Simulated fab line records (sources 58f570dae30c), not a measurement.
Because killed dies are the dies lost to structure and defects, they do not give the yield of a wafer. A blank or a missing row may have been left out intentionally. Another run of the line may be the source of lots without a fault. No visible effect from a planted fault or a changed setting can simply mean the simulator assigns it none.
Which tool is to blame? / flow berkeley_cmos170 / Sampling: 7 lots, 21 wafers, 2 of 331 route steps

## WHAT EACH GAUGE READ, for each wafer
UCB170_PFIELD_TW_MEAS_09.
lot=L790; measured=day 5 16:56; on=film_metro-03; PFIELD_TW=595 597 597
lot=L794; measured=day 6 10:05; on=film_metro-04; PFIELD_TW=610 614 613
lot=L796; measured=day 6 17:56; on=film_metro-03; PFIELD_TW=596 598 595
lot=L797; measured=day 7 01:45; on=film_metro-03; PFIELD_TW=598 596 596
lot=L802; measured=day 7 22:11; on=film_metro-03; PFIELD_TW=599 599 598
lot=L805; measured=day 8 20:03; on=film_metro-03; PFIELD_TW=559 559 560
lot=L809; measured=day 9 12:59; on=film_metro-04; PFIELD_TW=613 614 612

## EACH LOT AND THE TOOL THAT RAN IT (in order: tool; ch and the chambers of the sampled wafers; start)
lot=L790; UCB170_PFIELD_IMPLANT_07=implanter-03 ch 0, day 5 16:41
lot=L794; UCB170_PFIELD_IMPLANT_07=implanter-03 ch 0, day 6 09:50
lot=L796; UCB170_PFIELD_IMPLANT_07=implanter-03 ch 0, day 6 17:42
lot=L797; UCB170_PFIELD_IMPLANT_07=implanter-01 ch 0, day 7 01:31
lot=L802; UCB170_PFIELD_IMPLANT_07=implanter-01 ch 0, day 7 21:58
lot=L805; UCB170_PFIELD_IMPLANT_07=implanter-03 ch 0, day 8 19:49
lot=L809; UCB170_PFIELD_IMPLANT_07=implanter-02 ch 0, day 9 12:45
- UCB170_PFIELD_IMPLANT_07

## THE ANSWER, worked out from the rows above alone
Rule: the usual values come from the lots themselves. Put in order of their means at a reading, lots are off if they are a third of the lots or fewer, leave a main group of 4 or more, and stand apart from it by a gap of 3 or more times the standard deviation of the main group's means; of several such gaps the widest counts. Not used: any main group whose means are identical at the precision the tables above print for the reading. A lot without any number at a reading at which 4 lots or more have one is off too. Any other lot the step has rows for is counted as sound.
Off: L805, seen at UCB170_PFIELD_TW_MEAS_09 (PFIELD_TW). The main group has a mean of 602 with a standard deviation of 7.4.
If a tool, at a process step before that reading, ran all the lots that are off and no sound lot after the first of them, it fits. Those tools and the gauges at UCB170_PFIELD_TW_MEAS_09 are tried in the same way. 2 tools fit, implanter-03 at UCB170_PFIELD_IMPLANT_07 and film_metro-03 at UCB170_PFIELD_TW_MEAS_09, so this cannot tell which one it is.

## WHAT THE SIMULATOR HAD INSERTED
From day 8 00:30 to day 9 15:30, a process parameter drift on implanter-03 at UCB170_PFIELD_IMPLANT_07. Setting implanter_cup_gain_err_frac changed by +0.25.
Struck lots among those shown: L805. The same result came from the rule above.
